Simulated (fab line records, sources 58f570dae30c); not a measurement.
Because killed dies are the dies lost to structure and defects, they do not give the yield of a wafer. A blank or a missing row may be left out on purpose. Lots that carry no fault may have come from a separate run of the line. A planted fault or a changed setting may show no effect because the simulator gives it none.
Which tool was responsible? || flow berkeley-cmos170 || 21 wafers from 7 lots sampled at 2 of the route's 331 steps

## WHAT THE GAUGES SHOWED, per wafer
UCB170_PLDD_TW_MEAS_11.
{"lot": "L673", "measured": "day 7 04:59", "on": "film-metro-04", "PLDD_TW": "1015 1014 1014"}
{"lot": "L675", "measured": "day 7 14:38", "on": "film-metro-03", "PLDD_TW": "959 961 961"}
{"lot": "L678", "measured": "day 8 03:47", "on": "film-metro-02", "PLDD_TW": "1011 1013 1016"}
{"lot": "L681", "measured": "day 9 02:38", "on": "film-metro-02", "PLDD_TW": "1010 1014 1014"}
{"lot": "L686", "measured": "day 10 10:59", "on": "film-metro-02", "PLDD_TW": "1004 1008 1009"}
{"lot": "L687", "measured": "day 11 02:13", "on": "film-metro-03", "PLDD_TW": "1023 1017 1027"}
{"lot": "L690", "measured": "day 11 10:45", "on": "film-metro-03", "PLDD_TW": "1021 1016 1020"}

## WHAT TOOL EACH LOT RAN ON (gives the tool, then ch and the chambers of the sampled wafers, and finally the start)
{"lot": "L673", "UCB170_PLDD_IMPLANT_08": "implanter-01 ch 0, day 7 04:36"}
{"lot": "L675", "UCB170_PLDD_IMPLANT_08": "implanter-01 ch 0, day 7 14:14"}
{"lot": "L678", "UCB170_PLDD_IMPLANT_08": "implanter-03 ch 0, day 8 03:24"}
{"lot": "L681", "UCB170_PLDD_IMPLANT_08": "implanter-02 ch 0, day 9 02:14"}
{"lot": "L686", "UCB170_PLDD_IMPLANT_08": "implanter-03 ch 0, day 10 10:36"}
{"lot": "L687", "UCB170_PLDD_IMPLANT_08": "implanter-03 ch 0, day 11 01:49"}
{"lot": "L690", "UCB170_PLDD_IMPLANT_08": "implanter-01 ch 0, day 11 10:23"}
- UCB170_PLDD_IMPLANT_08

## THE ANSWER, worked out from the rows above alone
Rule: usual is defined by the lots themselves. Put in order of their means at a reading, lots are off if they are a third of the lots or fewer, leave a main group of 4 or more, and stand apart from it by a gap of 3 or more times the standard deviation of the main group's means; of several such gaps the widest counts. A main group is skipped when, at the precision printed for the reading in the tables above, its means are all equal. Also off: a lot with no number at a reading for which 4 or more lots have one. The other lots that the step has rows for count as sound.
Off: L675, at UCB170_PLDD_TW_MEAS_11 (PLDD_TW). Mean 1015 and standard deviation 4.9 in the main group.
If a tool, at a process step before that reading, ran all the lots that are off and no sound lot after the first of them, it fits. Gauges at UCB170_PLDD_TW_MEAS_11: tried the same way as those tools. Of those tried, none fits.

## WHAT HAD BEEN PUT IN BY THE SIMULATOR
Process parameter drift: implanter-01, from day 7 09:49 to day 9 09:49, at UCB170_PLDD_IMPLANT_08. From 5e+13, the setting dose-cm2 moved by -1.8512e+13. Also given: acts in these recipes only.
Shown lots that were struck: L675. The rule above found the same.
